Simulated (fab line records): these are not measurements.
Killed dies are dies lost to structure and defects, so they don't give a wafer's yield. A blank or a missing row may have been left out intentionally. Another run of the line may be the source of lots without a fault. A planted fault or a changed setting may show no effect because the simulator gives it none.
Split-lot study	flow berkeley-cmos170	5 lots, 23 wafers read, on a route of 331 steps

== ON THE SPLIT ==
At UCB170_START_OXIDATION_02 (target thk 20 nm, ox time 1800 s), the setting temp-c was moved away from the recipe's 950 C on 10 of the 23 wafers read, by -2.1% to +3.0%. For the rest of the wafers, this setting stayed at what the recipe calls for.

Split to reading: the file shows no intervening step.

== THE READING ==
At UCB170_START_THK_MEAS_03: START_OXIDE_THK, given in nm. Typical for fault-free wafers on this fab line: 20.1 nm, with standard deviation 0.33 nm.

wafer	tool, chamber at the split	temp-c as run, C	against the recipe	START_OXIDE_THK, nm	against lot-mates on the recipe
L075.1	-, -	978.4	+3.0%	26.3	no lot-mate on the recipe
L075.2	-, -	978.4	+3.0%	26.5	no lot-mate on the recipe
L075.3	-, -	978.4	+3.0%	26.3	no lot-mate on the recipe
L075.4	-, -	978.4	+3.0%	26.6	no lot-mate on the recipe
L075.5	-, -	978.4	+3.0%	26.3	no lot-mate on the recipe
L077.1	-, -	950	recipe	19.6	-
L077.2	-, -	950	recipe	19.6	-
L077.4	-, -	950	recipe	19.6	-
L077.5	-, -	950	recipe	19.4	-
L077.6	-, -	950	recipe	19.3	-
L083.1	-, -	950	recipe	19.4	-
L083.2	-, -	950	recipe	19.4	-
L083.3	-, -	950	recipe	19.9	-
L083.5	-, -	950	recipe	19.4	-
L083.6	-, -	950	recipe	19.7	-
L084.2	furnace-02, 0	950	recipe	20.3	-
L084.3	furnace-02, 0	950	recipe	20.1	-
L084.6	furnace-02, 0	950	recipe	19.8	-
L085.2	-, -	929.9	-2.1%	16.2	no lot-mate on the recipe
L085.3	-, -	929.9	-2.1%	16.2	no lot-mate on the recipe
L085.4	-, -	929.9	-2.1%	16.1	no lot-mate on the recipe
L085.5	-, -	929.9	-2.1%	16.6	no lot-mate on the recipe
L085.6	-, -	929.9	-2.1%	16.3	no lot-mate on the recipe

FIT RESULTS
A straight line over all 23 wafers: START_OXIDE_THK changes by +2.01 nm for each +1% of temp-c; r = +0.99; the points scatter about the line by 0.49 nm.
Too few moved wafers with a lot-mate on the recipe to fit a line net of each lot's own level.

== THE WHOLE CHAIN: every reading that the file lists as answering this split, in the file's order ==
step	what it does	reading	change (the file's fit)	r (the file's)
UCB170_START_OXIDATION_02	target thk 20 nm, ox time 1800 s	SiO2_of_START_OXIDATION_02.thk-nm (the simulator's own value, which no gauge read)	+2.01 nm for each +1% of the setting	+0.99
UCB170_START_THK_MEAS_03		START_OXIDE_THK	+2.01 for each +1% of the setting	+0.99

== THE FILE'S OWN FIT ==
START_OXIDE_THK changes by +2.01 nm for each +1% of temp-c, r = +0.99.
